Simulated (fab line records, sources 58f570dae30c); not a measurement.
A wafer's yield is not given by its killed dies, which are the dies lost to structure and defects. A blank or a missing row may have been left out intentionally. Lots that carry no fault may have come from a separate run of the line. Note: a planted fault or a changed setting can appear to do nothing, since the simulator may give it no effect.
Problem report, 8D (eight disciplines) form, completed by code + flow berkeley_cmos170 + the parts of the form that need people (team, actions taken, sign-off) are left out

## 1. THE PROBLEM
At UCB170_NWELL_HMDS_06, prime_temp_c averages 103.54 C over 6 wafers from 2 lots, while fault-free wafers read 99.99 C, standard deviation 0.12. That is +30 standard deviations from the usual mean.
The step: prime time 60 s.
Seen first at day 4 07:31 on litho_track-02, wafer L232.1. Wafers with a number at this step in the record: 42, from 14 lots. By rule, "out" or "out of limits" means more than 4 standard deviations away from the usual mean. The other wafers with a number count as sound.

## 2. WHAT IT IS, AND WHAT IT ISN'T
| question                    | is                     | is not                                                                                                              |
|-----------------------------|------------------------|---------------------------------------------------------------------------------------------------------------------|
| which readings at this step | prime_temp_c           | chill_plate_temp_C                                                                                                  |
| which lots                  | L232, L233             | L223, L227, L229, L235, L238, L239, L240, L241, L242, L243, L244, L245                                              |
| which wafers of those lots  | all that have a number | -                                                                                                                   |
| read on which tools         | litho_track-02         | litho_track-01, litho_track-04                                                                                      |
| when                        | from day 4 07:31       | up to then (9 sound wafers); but 27 sound wafers of L235, L238, L239, L240, L241, L242, L243, L244, L245 came after |

## 3. WHAT RULES OUT EACH SUSPECT
Counting: a tool stays on the suspect list if, at a process step up to the reading, it processed all lots that are out and no sound lot following the first of them.
- litho_track-02 at UCB170_NWELL_HMDS_06 (prime time 60 s): ruled out as a lasting fault. Following L232 (day 4 07:31), the first lot on it that is out, the sound lots L244 were run on it.
Left after counting: nothing in the record.

## 4. THE CAUSE (what the simulator had put in)
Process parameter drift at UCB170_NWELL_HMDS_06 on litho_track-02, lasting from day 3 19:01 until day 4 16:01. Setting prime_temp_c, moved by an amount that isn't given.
Counting ruled it out, wrongly.

## 5. SEQUENCE OF EFFECTS, ordered by route
Rows list readings where the struck wafers' mean (over those with a number) sits beyond 3 standard deviations from the usual. Scope: only readings with a usual standard deviation given in the record; hours: median across lots of the time from each lot's start at the first step in this table that gives one to its start at this step; sigmas: change in usual standard deviations.
| hours | step                 | reading      | usual   | on struck wafers | change | sigmas |
|-------|----------------------|--------------|---------|------------------|--------|--------|
| 0     | UCB170_NWELL_HMDS_06 | prime_temp_c | 99.99 C | 103.54           | +3.55  | +30    |
The process steps in it:
- UCB170_NWELL_HMDS_06: prime time 60 s.
Later steps that measure or inspect, where all struck wafers having a row at the step show a number for every such reading and not one has moved that far: UCB170_V2_CD_MEAS_90, UCB170_M3_CD_MEAS_90.

## 6. WHAT WOULD HAVE CAUGHT IT SOONER
In this record the first reading out of limits was taken at day 4 07:31, 12 hours after the fault began at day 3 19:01.
